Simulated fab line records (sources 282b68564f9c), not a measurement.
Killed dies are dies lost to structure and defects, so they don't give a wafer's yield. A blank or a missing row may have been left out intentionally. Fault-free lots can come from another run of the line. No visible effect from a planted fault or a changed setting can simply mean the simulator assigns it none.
What tool caused it? / flow ritCmos / 14 lots, 42 wafers sampled, at 3 steps of a route of 202

== WHAT THE GAUGES SHOWED, per wafer ==
RIT_PWELL_TW_MEAS_10.
lot=L671; measured=day 1 22:55; on=filmMetro-01; PWELL_TW=956 955 955
lot=L672; measured=day 2 04:04; on=filmMetro-01; PWELL_TW=963 959 965
lot=L673; measured=day 2 09:26; on=filmMetro-01; PWELL_TW=957 949 964
lot=L674; measured=day 2 14:49; on=filmMetro-04; PWELL_TW=948 948 947
lot=L677; measured=day 3 04:33; on=filmMetro-02; PWELL_TW=916 920 917 914 918 915
lot=L678; measured=day 3 23:11; on=filmMetro-02; PWELL_TW=919 919 923
lot=L683; measured=day 4 10:29; on=filmMetro-04; PWELL_TW=945 943 939
lot=L685; measured=day 4 20:50; on=filmMetro-01; PWELL_TW=956 955 952
lot=L686; measured=day 5 02:06; on=filmMetro-01; PWELL_TW=959 959 952
lot=L688; measured=day 5 13:32; on=filmMetro-02; PWELL_TW=944 942 950
lot=L691; measured=day 6 03:38; on=filmMetro-02; PWELL_TW=940 946 942
lot=L692; measured=day 6 08:23; on=filmMetro-02; PWELL_TW=940 941 942
lot=L693; measured=day 6 13:38; on=filmMetro-04; PWELL_TW=940 942 944
lot=L694; measured=day 6 19:06; on=filmMetro-04; PWELL_TW=947 949 948

RIT_WELLDRIVE_RS_MEAS_02: the measuring method here is four-point-probe.
lot=L671; measured=day 2 04:11; on=filmMetro-04; PWELL_RS (ohm/sq)=428.8 429.0 428.8
lot=L672; measured=day 2 09:22; on=filmMetro-04; PWELL_RS (ohm/sq)=427.5 430.8 429.3
lot=L673; measured=day 2 14:43; on=filmMetro-01; PWELL_RS (ohm/sq)=428.0 429.0 428.6
lot=L674; measured=day 2 20:05; on=filmMetro-01; PWELL_RS (ohm/sq)=430.6 430.1 429.5
lot=L677; measured=day 3 15:07; on=filmMetro-01; PWELL_RS (ohm/sq)=444.1 443.4 444.1 443.5 443.3 444.3
lot=L678; measured=day 4 04:26; on=filmMetro-01; PWELL_RS (ohm/sq)=443.1 442.8 442.7 443.2 442.2 443.0
lot=L683; measured=day 4 16:40; on=filmMetro-01; PWELL_RS (ohm/sq)=431.1 432.3 429.9
lot=L685; measured=day 5 03:02; on=filmMetro-02; PWELL_RS (ohm/sq)=430.3 429.3 430.1
lot=L686; measured=day 5 08:05; on=filmMetro-04; PWELL_RS (ohm/sq)=429.2 428.7 429.5
lot=L688; measured=day 5 19:01; on=filmMetro-01; PWELL_RS (ohm/sq)=428.8 428.8 429.1
lot=L691; measured=day 6 09:17; on=filmMetro-01; PWELL_RS (ohm/sq)=429.2 430.3 430.0
lot=L692; measured=day 6 13:40; on=filmMetro-01; PWELL_RS (ohm/sq)=429.1 428.2 428.3
lot=L693; measured=day 6 18:55; on=filmMetro-01; PWELL_RS (ohm/sq)=431.1 429.3 429.0
lot=L694; measured=day 7 00:22; on=filmMetro-01; PWELL_RS (ohm/sq)=426.6 428.1 429.2

== WHAT TOOL EACH LOT RAN ON (gives the tool, then ch and the chambers of the sampled wafers, and finally the start) ==
lot=L671; RIT_PWELL_IMPLANT_08=implanter-04 ch 0, day 1 22:36
lot=L672; RIT_PWELL_IMPLANT_08=implanter-04 ch 0, day 2 03:47
lot=L673; RIT_PWELL_IMPLANT_08=implanter-03 ch 0, day 2 09:07
lot=L674; RIT_PWELL_IMPLANT_08=implanter-01 ch 0, day 2 14:31
lot=L677; RIT_PWELL_IMPLANT_08=implanter-04 ch 0, day 3 04:14
lot=L678; RIT_PWELL_IMPLANT_08=implanter-04 ch 0, day 3 22:51
lot=L683; RIT_PWELL_IMPLANT_08=implanter-01 ch 0, day 4 10:10
lot=L685; RIT_PWELL_IMPLANT_08=implanter-03 ch 0, day 4 20:32
lot=L686; RIT_PWELL_IMPLANT_08=implanter-01 ch 0, day 5 01:47
lot=L688; RIT_PWELL_IMPLANT_08=implanter-01 ch 0, day 5 13:12
lot=L691; RIT_PWELL_IMPLANT_08=implanter-03 ch 0, day 6 03:19
lot=L692; RIT_PWELL_IMPLANT_08=implanter-01 ch 0, day 6 08:05
lot=L693; RIT_PWELL_IMPLANT_08=implanter-03 ch 0, day 6 13:20
lot=L694; RIT_PWELL_IMPLANT_08=implanter-01 ch 0, day 6 18:47
- RIT_PWELL_IMPLANT_08

== WHAT THE TOOLS THEMSELVES READ (means of the sampled wafers that have a number; where no wafer has one, the mark that the record gives instead) ==
RIT_PWELL_IMPLANT_08.
lot=L671 tool=implanter-04 beamEnergyKeV=169.97
lot=L672 tool=implanter-04 beamEnergyKeV=169.91
lot=L673 tool=implanter-03 beamEnergyKeV=170.02
lot=L674 tool=implanter-01 beamEnergyKeV=170.00
lot=L677 tool=implanter-04 beamEnergyKeV=119.00
lot=L678 tool=implanter-04 beamEnergyKeV=118.98
lot=L683 tool=implanter-01 beamEnergyKeV=170.05
lot=L685 tool=implanter-03 beamEnergyKeV=169.96
lot=L686 tool=implanter-01 beamEnergyKeV=169.94
lot=L688 tool=implanter-01 beamEnergyKeV=170.05
lot=L691 tool=implanter-03 beamEnergyKeV=169.94
lot=L692 tool=implanter-01 beamEnergyKeV=169.95
lot=L693 tool=implanter-03 beamEnergyKeV=170.04
lot=L694 tool=implanter-01 beamEnergyKeV=169.98

== THE ANSWER, worked out from the rows above alone ==
Rule: the lots themselves supply what counts as usual. Put in order of their means at a reading, lots are off if they are a third of the lots or fewer, leave a main group of 4 or more, and stand apart from it by a gap of 3 or more times the standard deviation of the main group's means; of several such gaps the widest counts. If all means in a main group match to the digits the tables above print for the reading, that group is not used. Also off: a lot with no number at a reading for which 4 or more lots have one. Any other lot the step has rows for is counted as sound. The gauges are gone through in route order, then the tools' own readings, and for those a lot's mean is taken as printed above. The first step at which some lot is off is used, and at that step the reading that is off furthest; a lot without a number counts as furthest.
Off: at RIT_WELLDRIVE_RS_MEAS_02 (PWELL_RS), L677, L678. For the main group the mean is 429.3 ohm/sq and the standard deviation 0.82.
If a tool, at a process step before that reading, ran all the lots that are off and no sound lot after the first of them, it fits. Not tried: the gauges at RIT_WELLDRIVE_RS_MEAS_02; whatever is off there is also off at RIT_PWELL_IMPLANT_08, on other tools, and gauge error can't account for it. One candidate fits, namely implanter-04 at RIT_PWELL_IMPLANT_08. Its last sound lot is L672 (day 2 03:47), its first lot that is off L677 (day 3 04:14): a fault that began between those two fits.
The tool's own readings at RIT_PWELL_IMPLANT_08 bear it out: on the lots that are off they differ by more than 5 times the standard deviation of the sound lots' means. beamEnergyKeV reads 118.99 there against 169.98 on the sound lots.

== WHAT THE SIMULATOR PUT IN ==
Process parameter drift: implanter-04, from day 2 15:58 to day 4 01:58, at RIT_PWELL_IMPLANT_08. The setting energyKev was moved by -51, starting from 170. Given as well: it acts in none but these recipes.
Lots struck among those shown: L677, L678. Same finding as the rule above.
